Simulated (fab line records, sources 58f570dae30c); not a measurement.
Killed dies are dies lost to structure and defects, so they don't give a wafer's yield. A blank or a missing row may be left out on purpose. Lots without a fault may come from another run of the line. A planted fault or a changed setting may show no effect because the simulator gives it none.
Chamber matching | flow berkeley_cmos170 | UCB170_GATE_CLEAN_17 on wet_bench-01: 3 sister chambers
The step cleans in SPM, time 600 s. 14 wafers are shown with their chamber, then 4 later ones without.

WAFERS WITH THEIR CHAMBER
wafer  | chamber | bath_heat_duty_pct (%)
L078.2 | 2       | 13.7
L078.3 | 2       | 13.8
L078.5 | 2       | 13.8
L082.3 | 2       | 14.0
L082.4 | 2       | 14.4
L082.6 | 2       | 13.9
L083.1 | 3       | 12.8
L083.4 | 3       | 13.3
L083.6 | 3       | 10.8
L092.1 | 3       | 11.9
L092.2 | 3       | 12.1
L092.5 | 3       | 13.2
L093.1 | 0       | 11.5
L093.3 | 0       | 12.1

SIGNATURES (means of the wafers above)
reading            | chamber 0 | chamber 2 | chamber 3 | scatter within a chamber
bath_heat_duty_pct | 11.800    | 13.933    | 12.350    | 0.673
Rule: a wafer's distance from a chamber is the root of the sum, over the readings, of the square of ((its reading less the chamber's mean) divided by the reading's scatter). The wafer belongs to the nearest chamber; if the next one is less than 2 further off, it can't be placed. The scatter: the root of (the sum of the squares of (reading less its chamber's mean) over the shown wafers, divided by (wafers less chambers)).

WAFERS WITHOUT THEIR CHAMBER
wafer  | bath_heat_duty_pct (%)
L093.6 | 11.0
L094.3 | 11.6
L094.4 | 11.2
L094.6 | 10.1

WHICH CHAMBER EACH WENT THROUGH
wafer  | from the rows above     | in truth
L093.6 | can't be placed: 0 or 3 | 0
L094.3 | can't be placed: 0 or 3 | 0
L094.4 | can't be placed: 0 or 3 | 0
L094.6 | can't be placed: 0 or 3 | 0
Placed correctly: 0 of 4. Can't be placed from these rows: 4 (the true chamber is among the candidates in 4). Placed wrongly: 0.
